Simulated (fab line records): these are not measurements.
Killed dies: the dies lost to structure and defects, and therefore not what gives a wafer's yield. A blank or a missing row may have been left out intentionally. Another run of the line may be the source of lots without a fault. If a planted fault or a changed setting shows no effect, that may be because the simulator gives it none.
Matching of chambers | flow berkeleyCmos170 | UCB170_SPACER_CVD_00 on pecvd-01 has 3 sister chambers
The step deposits SiO2 from TEOS/O2, target thk 376 nm, time 47 s. 3 wafers are shown with their chamber, then 7 later ones without.

## WAFERS PAIRED WITH THEIR CHAMBERS
wafer  | chamber | heaterPowerW (W)
L362.6 | 1       | 154
L368.1 | 2       | 236
L368.5 | 0       | 320

## WAFERS WITH NO CHAMBER GIVEN
wafer  | heaterPowerW (W)
L368.6 | 264
L370.1 | 254
L370.3 | 331
L370.4 | 233
L372.2 | 303
L372.3 | 298
L372.6 | 326

## EACH ONE'S CHAMBER
wafer  | from the rows above     | in truth
L368.6 | can't be placed: 2 or 0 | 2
L370.1 | 2                       | 2
L370.3 | 0                       | 0
L370.4 | 2                       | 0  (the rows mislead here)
L372.2 | 0                       | 0
L372.3 | 0                       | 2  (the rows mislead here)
L372.6 | 0                       | 0
Correctly placed: 4 of 7. From these rows, 1 cannot be placed; in 1 the true chamber is one of the candidates. 2 placed wrongly.
How it was worked out, from the rows above alone: a wafer's distance from a chamber is the root of the sum, over the readings, of the square of ((its reading less the chamber's mean) divided by the reading's scatter). If the next closest chamber is less than 2 further off than the closest, the wafer can't be placed; otherwise it belongs to the closest. A chamber's mean is the mean of its shown wafers. The scatter: with one shown wafer a chamber, the root of the mean of the squares of how far each hidden wafer lies from its nearest shown one.
